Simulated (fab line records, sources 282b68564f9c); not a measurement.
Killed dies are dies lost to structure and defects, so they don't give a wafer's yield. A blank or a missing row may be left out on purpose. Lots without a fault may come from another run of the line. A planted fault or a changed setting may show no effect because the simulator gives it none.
A struck lot beside a sound one | flow rit_cmos | 44 steps out of a route of 202
Sound: wafers L488.1, L488.3, L488.4. Struck: wafers L493.1, L493.2, L493.5. The cause comes at the end.
At each step with rows: each side's tool, then ch and its chambers, then its first start. Under that, the readings that differ: sound wafers | struck wafers | difference of the means | sigmas: that difference in standard deviations of wafers without a fault.
alike: readings whose means differ by less than 2 such deviations, and words and numbers that are the same on both sides. not compared: withheld readings, readings that some wafer has no value for, bounds like >300 that may hide the same value, and numbers for which the record gives no deviation and whose values overlap.
The two part at a step that has a row with sigmas, a row that says differs or no value, or rows on one side only. Numbers that don't overlap but have no deviation are shown without sigmas and don't part them. A reading that every wafer of one side lacks parts them only if that side has two wafers or more.

first, 4 steps without rows for these wafers: RIT_PLDD_SOFTBAKE_02 (time 60 s); RIT_PLDD_EXPOSE_03 (exposes mask M8, target cd 40900 nm); RIT_PLDD_PEB_04; RIT_PLDD_DEVELOP_05 (develop time 50 s).
RIT_PLDD_OVL_MEAS_06:
  sound on overlay-01, day 3 00:40; struck on overlay-01, day 4 01:41
  alike: PLDD_OVL
then, 2 steps without rows for these wafers: RIT_PLDD_HARDBAKE_07 (time 60 s); RIT_PLDD_IMPLANT_08.
RIT_PLDD_STRIP_09: strips in O2, time 180 s.
  sound on plasma_asher-03 ch 0,1, day 3 01:01; struck on plasma_asher-03 ch 0,1, day 4 02:02
  alike: drypump_motor_current_A
  not compared: rf_hours_counter_h
RIT_PLDD_TW_MEAS_10:
  sound on film_metro-03, day 3 01:11; struck on film_metro-04, day 4 02:14
  alike: PLDD_TW
then, 3 steps without rows for these wafers: RIT_SPACER_CLEAN_00 (cleans in SC1, time 600 s); RIT_SPACER_CLEAN_01 (cleans in dHF, time 30 s); RIT_SPACER_CLEAN_02 (cleans in SC2, time 600 s).
RIT_SPACER_CVD_03: deposits Si3N4 from SiH2Cl2/NH3, target thk 250 nm, time 3300 s.
  sound on lpcvd-01 ch 1, day 3 02:08; struck on lpcvd-01 ch 1, day 4 03:06
  reading                                  | sound             | struck            | difference | sigmas
  nh3_flow_sccm (sccm)                     | 150.0 149.4 150.7 | 180.6 180.6 180.6 | +30.6      | +62
  model.Si3N4_of_SPACER_CVD_03.thk_nm (nm) | 248.4 250.1 250.3 | 286.7 287.1 285.3 | +36.8      |
  alike: spike_tc_centre_C
RIT_SPACER_THK_MEAS_04:
  sound on film_metro-03, day 3 04:03; struck on film_metro-04, day 4 05:59
  reading                 | sound             | struck            | difference | sigmas
  SPACER_NITRIDE_THK (nm) | 248.4 250.1 250.3 | 286.9 287.3 285.4 | +36.9      | +15
RIT_SPACER_ETCHBACK_05: etches Si3N4 in SF6/CHF3, stops on SiO2, target depth 250 nm, time 240 s.
  sound on rie_diel-01 ch 0,2,3, day 3 04:07; struck on rie_diel-04 ch 0,2, day 4 06:02
  reading                  | sound             | struck            | difference | sigmas
  oes_product_au (a.u.)    | 0.860 0.855 0.818 | 0.907 0.931 0.923 | +0.076     | +5
  model.etch.depth_nm (nm) | 248.4 250.1 250.3 | 286.7 287.1 285.3 | +36.8      |
  alike: CHF3_flow_sccm, drypump_motor_current_A, throttle_valve_pct
  not compared: rf_hours_counter_h
then, 2 steps without rows for these wafers: RIT_NSD_HMDS_00 (prime time 60 s); RIT_NSD_COAT_01 (resist thk 1000 nm).
RIT_NSD_SOFTBAKE_02: time 61.69 s.
  sound on litho_track-01 ch 0, day 3 04:34; struck on litho_track-01 ch 0, day 4 06:29
  alike: plate_sensor_t_centre_C, plate_sensor_t_edge_C, resist_line_temp_C
then, 3 steps without rows for these wafers: RIT_NSD_EXPOSE_03 (exposes mask M9, target cd 40700 nm); RIT_NSD_PEB_04; RIT_NSD_DEVELOP_05 (develop time 50 s).
RIT_NSD_OVL_MEAS_06:
  sound on overlay-01, day 3 05:14; struck on overlay-01, day 4 07:02
  reading      | sound         | struck      | difference | sigmas
  NSD_OVL (nm) | -1.5 -1.5 0.1 | 2.0 2.2 1.4 | +2.8       | +2
then, 2 steps without rows for these wafers: RIT_NSD_HARDBAKE_07 (time 60 s); RIT_NSD_IMPLANT_08.
RIT_NSD_STRIP_09: strips in O2, time 180 s.
  sound on plasma_asher-02 ch 0,1, day 3 05:34; struck on plasma_asher-04 ch 0,1, day 4 07:22
  alike: drypump_motor_current_A
  not compared: rf_hours_counter_h
RIT_NSD_TW_MEAS_10:
  sound on film_metro-02, day 3 05:44; struck on film_metro-04, day 4 07:33
  alike: NSD_TW
then, 6 steps without rows for these wafers: RIT_PSD_HMDS_00 (prime time 60 s); RIT_PSD_COAT_01 (resist thk 1000 nm); RIT_PSD_SOFTBAKE_02 (time 60 s); RIT_PSD_EXPOSE_03 (exposes mask M10, target cd 40900 nm); RIT_PSD_PEB_04; RIT_PSD_DEVELOP_05 (develop time 50 s).
RIT_PSD_OVL_MEAS_06:
  sound on overlay-02, day 3 06:39; struck on overlay-02, day 4 08:32
  alike: PSD_OVL
then, 2 steps without rows for these wafers: RIT_PSD_HARDBAKE_07 (time 60 s); RIT_PSD_IMPLANT_08.
RIT_PSD_STRIP_09: strips in O2, time 180 s.
  sound on plasma_asher-03 ch 0,1, day 3 06:59; struck on plasma_asher-04 ch 0,1, day 4 08:52
  alike: drypump_motor_current_A
  not compared: rf_hours_counter_h
RIT_PSD_TW_MEAS_10:
  sound on film_metro-04, day 3 07:10; struck on film_metro-03, day 4 09:02
  alike: PSD_TW
then, 3 steps without rows for these wafers: RIT_SDANNEAL_CLEAN_00 (cleans in SC1, time 600 s); RIT_SDANNEAL_CLEAN_01 (cleans in dHF, time 30 s); RIT_SDANNEAL_CLEAN_02 (cleans in SC2, time 600 s).
RIT_SDANNEAL_RTA_03: time 5 s.
  sound on rtp_anneal-01 ch 0, day 3 07:48; struck on rtp_anneal-02 ch 0, day 4 09:28
  alike: wafer_temp_C_max
RIT_SDANNEAL_RS_MEAS_04: measures by four-point-probe.
  sound on film_metro-03, day 3 07:52; struck on film_metro-03, day 4 09:32
  alike: PSD_RS
RIT_SILICIDE_WET_ETCH_00: etches SiO2 in BOE, target depth 14 nm, time 15 s.
  sound on wet_bench-03 ch 1, day 3 08:20; struck on wet_bench-03 ch 2, day 4 10:01
  reading                                  | sound             | struck            | difference | sigmas
  model.Si3N4_of_SPACER_CVD_03.thk_nm (nm) | 191.8 193.7 194.7 | 225.2 222.1 221.1 | +29.4      |
  alike: bath_heat_duty_pct
RIT_M1_PROBE_99:
  sound on prober-01, day 3 15:44; struck on prober-02, day 4 17:06
  reading                              | sound                | struck               | difference | sigmas
  model.etest.pplus_sal.width_nm (nm)  | 3442 3431 3438       | 3327 3408 3378       | -66        |
  model.etest.nplus_sal.width_nm (nm)  | 3438 3426 3416       | 3342 3392 3403       | -48        |
  model.etest.nmos_0p15.r_on_ohm_um    | 1188 1190 1175       | 1122 1121 1157       | -51        |
  model.etest.nwell_pinched.rs_ohm_sq  | 347.4 343.6 342.7    | 315.8 325.7 327.6    | -21.5      |
  model.etest.pwell_pinched.rs_ohm_sq  | 460.5 452.3 447.2    | 428 439.5 432.9      | -20        |
  model.etest.nmos_0p3.drive_ua_um     | 216.2 217.8 215.7    | 205.7 212.9 205      | -8.7       |
  model.etest.contact_nplus.end_ohm_um | 43.95 43.1 42.34     | 37.84 39.88 39.42    | -4.08      |
  model.etest.field_p_metal.vt_v (V)   | -28.66 -28.87 -29.22 | -30.39 -29.92 -29.95 | -1.17      |
  alike: killed_at_M0_to_M3, killed_at_front_end, killed_dies, killed_open, killed_short

WHERE THEY PART
First at RIT_SPACER_CVD_03; last, within this record, at RIT_NSD_OVL_MEAS_06. Later steps at which nothing parts them and some readings are alike: RIT_NSD_STRIP_09, RIT_NSD_TW_MEAS_10, RIT_PSD_OVL_MEAS_06, RIT_PSD_STRIP_09, RIT_PSD_TW_MEAS_10, RIT_SDANNEAL_RTA_03, RIT_SDANNEAL_RS_MEAS_04, RIT_SILICIDE_WET_ETCH_00, RIT_M1_PROBE_99.

WHY: what the simulator had put in
Process parameter drift: lpcvd-01, from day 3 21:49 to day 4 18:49, at RIT_SPACER_CVD_03. Setting nh3_flow_sccm, moved by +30, from 150. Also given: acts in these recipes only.
